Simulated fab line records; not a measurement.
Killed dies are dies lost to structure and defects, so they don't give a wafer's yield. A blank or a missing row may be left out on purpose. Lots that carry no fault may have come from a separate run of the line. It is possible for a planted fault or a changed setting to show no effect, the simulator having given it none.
Lot-split experiment -- flow berkeley_cmos170 -- route with 331 steps; 5 lots, 23 wafers read

== THE SPLIT ==
At UCB170_CONTACT_PEB_13, the setting peb_temp_c was moved away from the recipe's 130 C on 7 of the 23 wafers read, by -2.6% to +2.8%. The other wafers ran this setting at the recipe's value.

== FROM THE SPLIT TO THE READING: what the file shows between them, 5 steps ==
- UCB170_CONTACT_DEVELOP_14: develop time 45 s
- UCB170_CONTACT_CD_MEAS_15: target cd 700 nm
- UCB170_CONTACT_ETCH_17: etches BARC in N2/H2
- UCB170_CONTACT_ETCH_18: etches PSG in CHF3/CF4/Ar, stops on TiSi2, target depth 840 nm, time 195 s
- UCB170_CONTACT_STRIP_19: strips in O2

== THE READING ==
cd_nm, in nm, at UCB170_CONTACT_CD_MEAS_90 (target cd 700 nm). Fault-free wafers of this fab line usually give 700.7 nm, standard deviation 1.8 nm.

wafer,"tool, chamber at the split","peb_temp_c as run, C",against the recipe,"cd_nm, nm",against lot-mates on the recipe
L075.2,"litho_track-01, 0",130,recipe,701.2,-
L075.3,"litho_track-01, 0",130,recipe,704.7,-
L075.4,"litho_track-01, 0",130,recipe,703.1,-
L075.5,"litho_track-01, 0",130,recipe,701.1,-
L075.6,"litho_track-01, 0",130,recipe,703.5,-
L078.1,"litho_track-02, 0",126.6,-2.6%,671.4,-27.8
L078.2,"litho_track-02, 0",126.6,-2.6%,670.0,-29.2
L078.3,"litho_track-02, 0",130,recipe,699.7,-
L078.4,"litho_track-02, 0",130,recipe,698.7,-
L078.5,"litho_track-02, 0",126.6,-2.6%,672.4,-26.8
L081.1,"litho_track-03, 0",130,recipe,702.8,-
L081.2,"litho_track-03, 0",130,recipe,701.5,-
L081.3,"litho_track-03, 0",130,recipe,704.1,-
L081.5,"litho_track-03, 0",133.6,+2.8%,720.4,+17.6
L081.6,"litho_track-03, 0",133.6,+2.8%,724.0,+21.2
L082.1,"litho_track-03, 0",130,recipe,700.3,-
L082.2,"litho_track-03, 0",130,recipe,703.4,-
L082.6,"litho_track-03, 0",130,recipe,702.3,-
L080.1,"litho_track-02, 0",128.2,-1.4%,686.0,-13.4
L080.2,"litho_track-02, 0",128.2,-1.4%,685.9,-13.5
L080.3,"litho_track-02, 0",130,recipe,698.8,-
L080.5,"litho_track-02, 0",130,recipe,699.3,-
L080.6,"litho_track-02, 0",130,recipe,700.0,-

FIT RESULTS
A straight line over all 23 wafers: cd_nm changes by +9.78 nm for each +1% of peb_temp_c; r = +0.98; the points scatter about the line by 2.9 nm.
The same after taking each lot's own level away (the mean of its wafers on the recipe; 23 wafers): +9.02 nm for each +1%; r = +0.98; scatter 2.4 nm.
The reading moves by 25 nm for the largest change in peb_temp_c, on that fit.
The lots' own levels span 699.20 to 702.80 nm, that is 2.0 times the standard deviation above.
The two slopes are in agreement: the lot-to-lot level therefore moves the slope only a little.
Check: +26.2 nm against its lot-mates is what the line predicts for one of the wafers moved furthest among these (+2.8%) when that wafer is left out of the fit. Against them it came out at +17.6 nm.

== THE OTHER SPLITS THESE WAFERS WENT THROUGH ==
Before the reading, these wafers also passed through other splits. Each is held against what the fit with the lots' levels taken away leaves over:
other split on the same wafers,wafers away from the commonest value,r with cd_nm (lot level and that fit taken away)
UCB170_CONTACT_COAT_10 resist_thk_nm,7,-0.51

== THE WHOLE CHAIN: every reading that the file lists as answering this split, in the file's order ==
step,what it does,reading,change (the file's fit),r (the file's)
UCB170_CONTACT_CD_MEAS_15,target cd 700 nm,cd_nm,+8.81 nm for each +1% of the setting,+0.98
UCB170_CONTACT_ETCH_17,etches BARC in N2/H2,"CONTACT.cd_nm (the simulator's own value, which no gauge read)",+8.69 nm for each +1% of the setting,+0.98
UCB170_CONTACT_ETCH_18,"etches PSG in CHF3/CF4/Ar, stops on TiSi2, target depth 840 nm, time 195 s","CONTACT.cd_nm (the simulator's own value, which no gauge read)",+8.89 nm for each +1% of the setting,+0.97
UCB170_CONTACT_CD_MEAS_90,target cd 700 nm,cd_nm,+8.85 nm for each +1% of the setting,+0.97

== FILE'S OWN FIT ==
cd_nm changes by +8.85 nm for each +1% of peb_temp_c, r = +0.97.
